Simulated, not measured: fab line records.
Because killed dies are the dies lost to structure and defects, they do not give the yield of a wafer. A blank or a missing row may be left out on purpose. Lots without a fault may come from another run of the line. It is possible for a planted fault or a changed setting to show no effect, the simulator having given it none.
2 desks looking at one fault || flow berkeleyCmos170 || each desk holds nothing but its own numbers, with what lay behind them at the end

== THE METROLOGY DESK ==
What the gauges read, lot by lot, whatever tool the lot ran on: means of the sampled wafers that have a number. The brackets show how far a lot's mean lies from the usual mean; more than 4 standard deviations puts the lot out of limits, marked OUT.
Columns: A = NSD_RS at UCB170_SDANNEAL_RS_MEAS_03, usual 37.27 ohm/sq; B = CONTACT_OVL at UCB170_CONTACT_OVL_MEAS_16, usual 1 nm; C = M1_AL_RS at UCB170_M1_RS_MEAS_01, usual 0.0487 ohm/sq; D = M1_AL_THK at UCB170_M1_THK_MEAS_02, usual 598 nm
{"lot": "L492", "first seen here": "day 6 11:05", "A": 37.40, "B": 6, "C": 0.0481, "D": 605}
{"lot": "L494", "first seen here": "day 6 18:23", "A": 37.21, "B": -1, "C": 0.0492, "D": 594}
{"lot": "L495", "first seen here": "day 6 18:52", "A": 37.27, "B": -2, "C": 0.0485, "D": 600}
{"lot": "L497", "first seen here": "day 7 10:44", "A": 37.33, "B": -3, "C": 0.0483, "D": 605}
{"lot": "L496", "first seen here": "day 7 13:23", "A": 37.29, "B": -4, "C": 0.0484, "D": 600}
{"lot": "L501", "first seen here": "day 7 18:13", "A": 37.31, "B": -5, "C": 0.0495, "D": 590}
{"lot": "L498", "first seen here": "day 7 19:11", "A": 37.30, "B": 3, "C": 0.0500, "D": 585}
{"lot": "L499", "first seen here": "day 8 03:21", "A": 37.15, "B": 5, "C": "0.0514 (+5.1) OUT", "D": "566 (-4.4) OUT"}
{"lot": "L504", "first seen here": "day 8 18:34", "A": 37.34, "B": 1, "C": 0.0487, "D": 597}
{"lot": "L507", "first seen here": "day 10 07:28", "A": 37.24, "B": 2, "C": 0.0485, "D": 602}
{"lot": "L509", "first seen here": "day 10 07:43", "A": 37.27, "B": 4, "C": 0.0485, "D": 601}
{"lot": "L513", "first seen here": "day 10 18:48", "A": 37.28, "B": 1, "C": 0.0486, "D": 600}
{"lot": "L514", "first seen here": "day 11 11:22", "A": 37.18, "B": -0, "C": 0.0490, "D": 595}
{"lot": "L515", "first seen here": "day 11 12:31", "A": 37.34, "B": 7, "C": 0.0491, "D": 594}
This desk's finding: out of limits on L499; first on L499, day 8 10:20 (M1_AL_RS at UCB170_M1_RS_MEAS_01). L492, L494, L495, L497, L496, L501, L498, L504, L507, L509, L513, L514, L515 stayed within limits.

== THE TOOL OWNER'S DESK: pvdSputter-03 ==
The tool's own readings at UCB170_M1_SPUTTER_00 (material Al, target thk 600 nm, time 80 s): means of the sampled wafers that have a number, for each lot that ran on this tool. The brackets show how far a lot's mean lies from the usual mean; more than 4 standard deviations puts the lot out of limits, marked OUT.
Columns: A = throttleValvePct at UCB170_M1_SPUTTER_00, usual 29.9 %
{"lot": "L494", "first seen here": "day 7 00:55", "A": 29.6}
{"lot": "L498", "first seen here": "day 8 01:08", "A": 30.2}
{"lot": "L499", "first seen here": "day 8 10:14", "A": 29.5}
{"lot": "L515", "first seen here": "day 11 19:43", "A": 30.0}
This desk's finding: nothing out of limits on any of the 4 lots.

== PUT TOGETHER ==
An alarm was possible from the metrology desk at day 8 10:20, on L499.
The tool owner's desk saw nothing out of limits.
On record at the tool owner's desk: L499, within its limits.
On pvdSputter-03, each named lot ran UCB170_M1_SPUTTER_00.

== WHAT THE SIMULATOR HAD INSERTED ==
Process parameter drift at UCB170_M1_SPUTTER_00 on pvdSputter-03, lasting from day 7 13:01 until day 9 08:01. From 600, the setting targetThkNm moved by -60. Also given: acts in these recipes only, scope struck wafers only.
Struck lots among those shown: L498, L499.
Per desk, hours elapsed from the start of the fault to the first reading out of limits: for the metrology desk, 21.
